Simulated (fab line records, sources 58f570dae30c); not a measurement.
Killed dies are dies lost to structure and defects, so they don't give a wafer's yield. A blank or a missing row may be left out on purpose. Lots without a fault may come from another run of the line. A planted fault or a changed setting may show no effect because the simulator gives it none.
Chamber matching | flow berkeley_cmos170 | UCB170_V2_CMP_02 on cmp-02: 4 sister chambers
The step polishes SiO2. 16 wafers are shown with their chamber, then 8 later ones without.

WAFERS WITH THEIR CHAMBER
wafer  | chamber | motor_current_A (A) | edge_zone_pressure_frac | head_pressure_psi (psi)
L616.1 | 0       | 18.1                | 1.004                   | 5.987
L616.5 | 1       | 15.1                | 1.000                   | 5.994
L616.6 | 2       | 13.9                | 1.005                   | 5.993
L618.1 | 2       | 13.4                | 0.997                   | 5.995
L618.2 | 1       | 14.9                | 0.995                   | 6.015
L618.6 | 2       | 14.7                | 1.007                   | 5.992
L621.2 | 1       | 15.3                | 0.993                   | 5.986
L621.5 | 3       | 16.2                | 1.006                   | 6.020
L621.6 | 2       | 13.9                | 0.998                   | 6.017
L623.2 | 1       | 14.6                | 1.002                   | 6.007
L623.4 | 3       | 15.2                | 1.006                   | 5.990
L623.5 | 2       | 14.3                | 1.001                   | 5.999
L624.3 | 0       | 17.2                | 0.993                   | 6.009
L624.4 | 3       | 15.5                | 1.001                   | 6.006
L624.5 | 3       | 15.3                | 0.998                   | 6.004
L625.1 | 3       | 14.7                | 1.003                   | 5.989

SIGNATURES (means of the wafers above)
reading                 | chamber 0 | chamber 1 | chamber 2 | chamber 3 | scatter within a chamber
motor_current_A         | 17.650    | 14.975    | 14.040    | 15.380    | 0.484
edge_zone_pressure_frac | 0.99850   | 0.99750   | 1.00160   | 1.00280   | 0.00443
head_pressure_psi       | 5.99800   | 6.00050   | 5.99920   | 6.00180   | 0.0123
Rule: a wafer's distance from a chamber is the root of the sum, over the readings, of the square of ((its reading less the chamber's mean) divided by the reading's scatter). The wafer belongs to the nearest chamber; if the next one is less than 2 further off, it can't be placed. The scatter: the root of (the sum of the squares of (reading less its chamber's mean) over the shown wafers, divided by (wafers less chambers)).

WAFERS WITHOUT THEIR CHAMBER
wafer  | motor_current_A (A) | edge_zone_pressure_frac | head_pressure_psi (psi)
L625.5 | 14.9                | 0.999                   | 5.988
L625.6 | 16.4                | 0.991                   | 6.007
L630.1 | 14.4                | 1.009                   | 6.009
L630.4 | 14.8                | 1.000                   | 5.995
L630.6 | 15.1                | 0.999                   | 5.987
L635.1 | 17.7                | 0.996                   | 5.985
L635.2 | 15.4                | 1.002                   | 6.022
L635.3 | 15.1                | 1.004                   | 5.984

WHICH CHAMBER EACH WENT THROUGH
wafer  | from the rows above          | in truth
L625.5 | can't be placed: 1 or 3 or 2 | 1
L625.6 | can't be placed: 0 or 1 or 3 | 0
L630.1 | can't be placed: 2 or 3 or 1 | 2
L630.4 | can't be placed: 1 or 3 or 2 | 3
L630.6 | can't be placed: 1 or 3 or 2 | 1
L635.1 | 0                            | 0
L635.2 | can't be placed: 3 or 1 or 2 | 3
L635.3 | can't be placed: 3 or 1 or 2 | 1
Placed correctly: 1 of 8. Can't be placed from these rows: 7 (the true chamber is among the candidates in 7). Placed wrongly: 0.
